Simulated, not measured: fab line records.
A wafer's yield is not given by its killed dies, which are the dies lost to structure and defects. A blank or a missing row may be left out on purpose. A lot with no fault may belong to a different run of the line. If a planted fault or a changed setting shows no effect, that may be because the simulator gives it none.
Problem report in the 8D (eight disciplines) form, filled by code ; flow berkeley-cmos170 ; the parts of the form that need people (team, actions taken, sign-off) are left out

1. PROBLEM STATEMENT
Across 6 wafers from 2 lots, SCREENOX_OXIDE_THK at UCB170_SCREENOX_THK_MEAS_02 averages 23.46 nm, while fault-free wafers read 15.35 nm with a standard deviation of 0.28. Relative to the usual mean, that is a shift of +29 standard deviations.
First observed at day 8 22:59: wafer L171.2, on film-metro-01. The record holds 42 wafers of 14 lots with a number at this step. Rule for "out" (also "out of limits"): further than 4 standard deviations from the usual mean. The other wafers with a number count as sound.

2. WHAT IT IS; WHAT IT IS NOT
question;is;is not
which readings at this step;SCREENOX_OXIDE_THK;-
which lots;L170, L171;L156, L157, L161, L164, L165, L167, L169, L172, L174, L175, L177, L178
which wafers of those lots;all that have a number;-
read on which gauges;film-metro-01, film-metro-03;film-metro-02
when;from day 8 22:59;"up to then (21 sound wafers); but 15 sound wafers of L172, L174, L175, L177, L178 came after"

3. SUSPECTS, AND WHAT RULES EACH OUT
Counting: any tool at a process step up to the reading is kept as a suspect provided that every lot that is out went through it and no sound lot did after the first of them.
- the gauge at UCB170_SCREENOX_THK_MEAS_02 has been ruled out. 2 gauges (film-metro-01, film-metro-03) read the wafers that are out.
- furnace-02 at UCB170_SCREENOX_OXIDATION_01 (target thk 14.4 nm, ox time 2400 s): kept. Every lot that is out went through it, starting with L170 (day 8 21:19), and after that it ran no sound lot; the last sound lot it ran before then is L167 (day 8 07:42).
Left after counting: furnace-02 at UCB170_SCREENOX_OXIDATION_01.

4. THE CAUSE (what the simulator had put in)
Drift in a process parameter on furnace-02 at UCB170_SCREENOX_OXIDATION_01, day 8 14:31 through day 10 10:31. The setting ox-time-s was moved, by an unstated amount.
Counting left only this tool.

5. THE CHAIN OF EFFECTS, in route order
Each row: a reading whose mean over the struck wafers that have a number lies more than 3 standard deviations from the usual. Readings are gone through only where the record gives a usual standard deviation; hours: the median, over the lots, of the time from a lot's start at the first step in this table giving one to that lot's start at this step; sigmas: the change measured in usual standard deviations.
hours;step;reading;usual;on struck wafers;change;sigmas
0;UCB170_SCREENOX_THK_MEAS_02;SCREENOX_OXIDE_THK;15.35 nm;23.46;+8.11;+29

6. HOW IT WOULD HAVE BEEN CAUGHT EARLIER
The first out-of-limits reading at a measuring or inspecting step in this record came at day 8 22:59, 8 hours after the fault's start at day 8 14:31.
The start of UCB170_SCREENOX_OXIDATION_01 on furnace-02 came by day 8 22:59 for every one of the lots that are out (2). Had the tool been put on hold then, not one of them would have been saved.
